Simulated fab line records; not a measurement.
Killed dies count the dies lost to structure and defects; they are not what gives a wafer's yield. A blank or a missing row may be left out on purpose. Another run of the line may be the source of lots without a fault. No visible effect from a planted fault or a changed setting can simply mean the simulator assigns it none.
Shared-tool check ; flow rit cmos ; 14 lots and 42 wafers in the sample

## THE REASON FOR OPENING IT
At RIT_NWELL_TW_MEAS_10 the reading NWELL_TW is flagged on 2 of 14 lots. Fault-free wafers read 2160, with a standard deviation of 19.
Rule: a lot is flagged when every wafer of it that has a number lies more than 4 standard deviations from that mean, or none has a number. All remaining lots are regarded as sound.

lot;measured;on;NWELL_TW, wafer by wafer;flag
L522;day 2 06:55;film metro-02;2176 2158 2174;
L524;day 2 14:17;film metro-01;2150 2132 2133;
L527;day 3 04:41;film metro-01;2151 2136 2150;
L528;day 3 17:43;film metro-02;2174 2164 2184;
L529;day 3 21:10;film metro-01;2139 2138 2138;
L530;day 4 00:05;film metro-04;2167 2170 2177;
L531;day 4 04:47;film metro-02;2141 2156 2151;
L532;day 4 09:55;film metro-01;2148 2156 2156;
L534;day 4 15:19;film metro-04;2179 2185 2181;
L537;day 5 08:30;film metro-04;2050 2050 2043;FLAGGED
L538;day 5 17:52;film metro-02;2029 2021 2022;FLAGGED
L540;day 6 01:38;film metro-02;2152 2155 2159;
L543;day 6 21:13;film metro-04;2171 2186 2193;
L544;day 7 06:47;film metro-04;2171 2179 2160;
The numbers of the flagged lots are 2036 on average: -124 against the usual, or -7 standard deviations.

## TOOL THAT RAN EACH LOT
The record holds 2 process steps before the reading, out of a route of 202 steps. Cell contents, in order: the tool; ch with the chambers the sampled wafers went through; the start.
lot;flag;RIT_ACTIVE_ETCH_13;RIT_NWELL_IMPLANT_08
L522;;rie diel-02 ch 1,2,3, day 1 22:47;implanter-03 ch 0, day 2 06:35
L524;;rie diel-04 ch 0,1, day 2 06:19;implanter-03 ch 0, day 2 13:59
L527;;rie diel-04 ch 1,2,3, day 2 22:25;implanter-04 ch 0, day 3 04:23
L528;;rie diel-02 ch 0,1,3, day 3 02:55;implanter-04 ch 0, day 3 17:23
L529;;rie diel-01 ch 1,2,3, day 3 08:23;implanter-02 ch 0, day 3 20:51
L530;;rie diel-01 ch 0,2, day 3 16:08;implanter-04 ch 0, day 3 23:45
L531;;rie diel-04 ch 1,2, day 3 20:44;implanter-04 ch 0, day 4 04:28
L532;;rie diel-01 ch 1,2, day 4 00:46;implanter-03 ch 0, day 4 09:36
L534;;rie diel-02 ch 1,2,3, day 4 09:15;implanter-03 ch 0, day 4 15:00
L537;FLAGGED;rie diel-04 ch 1,3, day 5 00:47;implanter-04 ch 0, day 5 08:11
L538;FLAGGED;rie diel-02 ch 1,2,3, day 5 08:14;implanter-04 ch 0, day 5 17:33
L540;;rie diel-02 ch 2,3, day 5 17:24;implanter-02 ch 0, day 6 01:19
L543;;rie diel-02 ch 0,2,3, day 6 10:15;implanter-03 ch 0, day 6 20:55
L544;;rie diel-02 ch 0,1,3, day 6 17:52;implanter-02 ch 0, day 7 06:28
What these steps do:
- RIT_ACTIVE_ETCH_13: etches Si3N4 in SF6, stops on SiO2, time 210 s, target depth 210 nm.
- RIT_NWELL_IMPLANT_08
- RIT_NWELL_TW_MEAS_10

## FLAGGED AGAINST TOTAL, ONE TOOL AT A TIME (gauges that did the reading follow at the end)
step;tool;lots run;flagged;share of the flagged lots;sound lots run after its first flagged lot
RIT_ACTIVE_ETCH_13;rie diel-01;3;0;none;-
RIT_ACTIVE_ETCH_13;rie diel-02;7;1;some;3 (L540,L543,L544)
RIT_ACTIVE_ETCH_13;rie diel-04;4;1;some;0
RIT_NWELL_IMPLANT_08;implanter-02;3;0;none;-
RIT_NWELL_IMPLANT_08;implanter-03;5;0;none;-
RIT_NWELL_IMPLANT_08;implanter-04;6;2;all;0
RIT_NWELL_TW_MEAS_10;film metro-01;4;0;none;-
RIT_NWELL_TW_MEAS_10;film metro-02;5;1;some;1 (L540)
RIT_NWELL_TW_MEAS_10;film metro-04;5;1;some;2 (L543,L544)

## THE TABLE: WHAT IT ALLOWS
All flagged lots share 1 row of the table, namely implanter-04 at RIT_NWELL_IMPLANT_08.
- implanter-04 at RIT_NWELL_IMPLANT_08: 2 of its 6 lots flagged. Its last sound lot is L531 (day 4 04:28), its first flagged lot L537 (day 5 08:11): a fault that began between those two fits. Its own readings (dose ions cm2, faraday current uA) fall more than 4 standard deviations out on all wafers of the flagged lots.
Left over: one tool, implanter-04 at RIT_NWELL_IMPLANT_08.

## WHAT THE SIMULATOR PUT IN
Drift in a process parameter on implanter-04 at RIT_NWELL_IMPLANT_08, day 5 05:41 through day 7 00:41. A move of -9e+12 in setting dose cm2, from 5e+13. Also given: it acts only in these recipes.
Struck lots among those shown: L537, L538. Same finding as the rule above.
